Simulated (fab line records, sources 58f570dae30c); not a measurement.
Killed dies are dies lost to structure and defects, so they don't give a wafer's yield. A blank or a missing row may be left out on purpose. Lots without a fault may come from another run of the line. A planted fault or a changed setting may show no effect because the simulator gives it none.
A struck lot beside a sound one | flow berkeley_cmos170 | 15 steps out of a route of 331
Sound: wafers L742.1, L742.2, L742.5. Struck: wafers L753.2, L753.5, L753.6. The cause comes at the end.
At each step with rows: each side's tool, then ch and its chambers, then its first start. Under that, the readings that differ: sound wafers | struck wafers | difference of the means | sigmas: that difference in standard deviations of wafers without a fault.
alike: readings whose means differ by less than 2 such deviations, and words and numbers that are the same on both sides. not compared: withheld readings, readings that some wafer has no value for, bounds like >300 that may hide the same value, and numbers for which the record gives no deviation and whose values overlap.
The two part at a step that has a row with sigmas, a row that says differs or no value, or rows on one side only. Numbers that don't overlap but have no deviation are shown without sigmas and don't part them. A reading that every wafer of one side lacks parts them only if that side has two wafers or more.

first, 1 step without rows for these wafers: UCB170_M3_SOFTBAKE_06 (time 60 s).
UCB170_M3_STRIP_07: strips in O2.
  sound on plasma_asher-01 ch 0,1, day 10 02:14; struck on plasma_asher-04 ch 0,1, day 11 19:47
  alike: drypump_motor_current_A, oes_product_au, strip_time_to_endpoint_s
  not compared: rf_hours_counter_h
then, 7 steps without rows for these wafers: UCB170_M3_STRIP_08 (strips KrF in DMSO, time 600 s); UCB170_M3_COAT_09; UCB170_M3_COAT_10 (resist thk 900 nm); UCB170_M3_SOFTBAKE_11 (time 60 s); UCB170_M3_EXPOSE_12 (exposes mask METAL3, target cd 700 nm); UCB170_M3_PEB_13; UCB170_M3_DEVELOP_14 (develop time 45 s).
UCB170_M3_CD_MEAS_15: target cd 700 nm.
  sound on cd_sem-01, day 10 05:16; struck on cd_sem-02, day 11 21:05
  alike: cd_nm
UCB170_M3_OVL_MEAS_16:
  sound on overlay-01, day 10 05:23; struck on overlay-02, day 11 21:11
  alike: M3_OVL
UCB170_M3_ETCH_17: etches BARC in N2/H2.
  sound on rie_diel-03 ch 0,1, day 10 05:25; struck on rie_diel-03 ch 0,1, day 11 21:13
  alike: drypump_motor_current_A, oes_product_au, rf_fwd_power_W, throttle_valve_pct
UCB170_M3_METAL_ETCH_18: etches Al in Cl2/BCl3, stops on SiO2, target depth 1170 nm, time 195 s.
  sound on rie_metal-02 ch 0,1, day 10 05:27; struck on rie_metal-04 ch 0,1, day 11 21:16
  reading               | sound             | struck            | difference | sigmas
  oes_product_au (a.u.) | 0.880 0.881 0.877 | 0.843 0.848 0.820 | -0.042     | -2
  run_length_s (s)      | 223.2 223.2 223.7 | 230.5 230.6 230.7 | +7.2       | +17
  alike: drypump_motor_current_A, rf_fwd_power_W, throttle_valve_pct
  not compared: rf_hours_counter_h, model.KrF_of_M3_COAT_10.thk_nm
UCB170_M3_STRIP_19: strips in O2.
  sound on plasma_asher-04 ch 0,1, day 10 05:38; struck on plasma_asher-03 ch 0,1, day 11 21:27
  reading                     | sound          | struck         | difference | sigmas
  drypump_motor_current_A (A) | 6.45 6.03 6.43 | 5.44 5.44 6.22 | -0.60      | -2
  alike: oes_product_au
  not compared: rf_hours_counter_h
UCB170_M3_PROBE_99:
  the record has rows for the sound wafers here (prober-02, day 10 05:59) and none for the struck ones

WHERE THEY PART
First at UCB170_M3_METAL_ETCH_18; last, within this record, at UCB170_M3_PROBE_99.

WHY: what the simulator had put in
Process parameter drift: rie_metal-04, from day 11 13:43 on, at UCB170_M3_METAL_ETCH_18. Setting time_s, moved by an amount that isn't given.
